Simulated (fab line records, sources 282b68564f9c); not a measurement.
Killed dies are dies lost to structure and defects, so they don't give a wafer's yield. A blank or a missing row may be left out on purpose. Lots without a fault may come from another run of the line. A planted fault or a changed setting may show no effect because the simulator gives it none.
Problem report in the 8D (eight disciplines) form, filled by code | flow rit_cmos | the parts of the form that need people (team, actions taken, sign-off) are left out

1. THE PROBLEM
PLDD_TW at RIT_PLDD_TW_MEAS_10 reads a mean of 30 on 3 wafers of 1 lot; wafers without a fault read 2358 with a standard deviation of 28. That is -83 standard deviations from the usual mean.
First seen on wafer L999.2, day 5 20:24, on film_metro-01. The record holds 39 wafers of 13 lots with a number at this step. Rule for "out", or "out of limits": more than 4 standard deviations from the usual mean. The other wafers with a number count as sound.

2. WHAT IT IS AND WHAT IT IS NOT
question                    | is                     | is not
which readings at this step | PLDD_TW                | -
which lots                  | L999                   | L105, L106, L107, L108, L986, L987, L988, L989, L990, L992, L994, L995
which wafers of those lots  | all that have a number | -
read on which gauges        | film_metro-01          | film_metro-02, film_metro-03
when                        | from day 5 20:24       | up to then (24 sound wafers); but 12 sound wafers of L105, L106, L107, L108 came after

3. SUSPECTS, AND WHAT RULES EACH OUT
Counting: a tool at a process step up to the reading stays a suspect if it ran every lot that is out and no sound lot after the first of them.
- the gauge at RIT_PLDD_TW_MEAS_10: ruled out. All the wafers that are out were read on film_metro-01, but those of them that RIT_NLDD_STRIP_09 has rows for are out there too, on other tools.
- plasma_asher-04 at RIT_NLDD_STRIP_09 (strips in O2, time 180 s): kept. It ran the lot that is out, L999 (day 5 18:43), and no sound lot after that; its last sound lot up to then is L990 (day 3 23:29). Its own readings are out on those wafers: run_length_s.
Left after counting: plasma_asher-04 at RIT_NLDD_STRIP_09.

4. THE CAUSE (what the simulator had put in)
Strip aborted: plasma_asher-04, from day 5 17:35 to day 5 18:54, at RIT_NLDD_STRIP_09. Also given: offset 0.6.
Counting left only this tool.

5. THE CHAIN OF EFFECTS, in route order
Each row: a reading whose mean over the struck wafers that have a number lies more than 3 standard deviations from the usual. Only readings for which the record gives a usual standard deviation are gone through. hours: the time from each lot's start at the first step in this table that gives one to its start at this step, as a median over the lots. sigmas: the change in usual standard deviations.
hours | step                | reading      | usual   | on struck wafers | change | sigmas
0     | RIT_NLDD_STRIP_09   | run_length_s | 208.1 s | 72.3             | -135.8 | -99 or more
2     | RIT_PLDD_TW_MEAS_10 | PLDD_TW      | 2358    | 30               | -2328  | -83
The process steps in it:
- RIT_NLDD_STRIP_09: strips in O2, time 180 s.

6. WHAT WOULD HAVE CAUGHT IT SOONER
In this record the first reading out of limits at a measuring or inspecting step was taken at day 5 20:24, 3 hours after the fault began at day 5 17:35.
The tool's own readings at RIT_NLDD_STRIP_09 were out on every struck wafer that the step has a row for (run_length_s): an alarm limit on them would have fired on the first of those.
All the lots that are out (1) had begun RIT_NLDD_STRIP_09 on plasma_asher-04 by day 5 20:24. A hold on the tool at that time would have spared none of them.
